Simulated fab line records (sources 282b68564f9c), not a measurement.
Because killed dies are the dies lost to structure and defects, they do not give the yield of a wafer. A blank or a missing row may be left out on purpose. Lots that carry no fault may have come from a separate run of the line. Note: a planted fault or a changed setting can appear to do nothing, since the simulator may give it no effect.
Which tool is to blame? / flow rit-cmos / 7 lots with 21 wafers sampled at 2 steps, on a route of 202 steps

## WHAT EACH GAUGE READ, for each wafer
RIT_SILICIDE_RS_MEAS_02: the measuring method here is four-point-probe.
lot=L149; measured=day 3 06:17; on=film-metro-03; SILICIDE_TI_RS (ohm/sq)=47.2 47.6 48.0
lot=L151; measured=day 3 19:25; on=film-metro-02; SILICIDE_TI_RS (ohm/sq)=47.6 46.6 46.6
lot=L153; measured=day 4 02:25; on=film-metro-03; SILICIDE_TI_RS (ohm/sq)=48.5 48.5 47.7
lot=L159; measured=day 5 09:32; on=film-metro-03; SILICIDE_TI_RS (ohm/sq)=56.2 56.4 46.9 56.7 57.0 47.4
lot=L162; measured=day 6 00:47; on=film-metro-01; SILICIDE_TI_RS (ohm/sq)=47.1 56.2 47.0 47.4 56.7 47.4
lot=L167; measured=day 7 02:50; on=film-metro-01; SILICIDE_TI_RS (ohm/sq)=47.9 47.6 48.0
lot=L170; measured=day 7 16:36; on=film-metro-01; SILICIDE_TI_RS (ohm/sq)=47.4 47.6 47.5

## EACH LOT AND THE TOOL THAT RAN IT (in order: tool; ch and the chambers of the sampled wafers; start)
lot=L149; RIT_SILICIDE_SPUTTER_01=pvd-sputter-01, day 3 06:04
lot=L151; RIT_SILICIDE_SPUTTER_01=pvd-sputter-01, day 3 19:14
lot=L153; RIT_SILICIDE_SPUTTER_01=pvd-sputter-01, day 4 02:15
lot=L159; RIT_SILICIDE_SPUTTER_01=pvd-sputter-01, day 5 09:19
lot=L162; RIT_SILICIDE_SPUTTER_01=pvd-sputter-01, day 6 00:36
lot=L167; RIT_SILICIDE_SPUTTER_01=pvd-sputter-03, day 7 02:39
lot=L170; RIT_SILICIDE_SPUTTER_01=pvd-sputter-02, day 7 16:25
- RIT_SILICIDE_SPUTTER_01: material Ti, target thk 30 nm, time 240 s.

## THE ANSWER, worked out from the rows above alone
Rule: what is usual is taken from the lots themselves. Put in order of their means at a reading, lots are off if they are a third of the lots or fewer, leave a main group of 4 or more, and stand apart from it by a gap of 3 or more times the standard deviation of the main group's means; of several such gaps the widest counts. A main group whose means are all the same, to the digits that the tables above print for the reading, isn't used. A lot without any number at a reading at which 4 lots or more have one is off too. The other lots that the step has rows for count as sound.
Off: L159, L162, seen at RIT_SILICIDE_RS_MEAS_02 (SILICIDE_TI_RS). Mean 47.6 ohm/sq and standard deviation 0.43 in the main group.
A tool fits if, at a process step before that reading, it ran every lot that is off, and no sound lot after the first of them. The gauges at RIT_SILICIDE_RS_MEAS_02 are tried like those tools. One candidate fits, namely pvd-sputter-01 at RIT_SILICIDE_SPUTTER_01. A fault onset in the window from L153 (day 4 02:15, its last sound lot) to L159 (day 5 09:19, its first lot off) fits.

## WHAT HAD BEEN PUT IN BY THE SIMULATOR
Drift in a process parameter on pvd-sputter-01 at RIT_SILICIDE_SPUTTER_01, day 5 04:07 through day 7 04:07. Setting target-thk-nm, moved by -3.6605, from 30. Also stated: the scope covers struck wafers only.
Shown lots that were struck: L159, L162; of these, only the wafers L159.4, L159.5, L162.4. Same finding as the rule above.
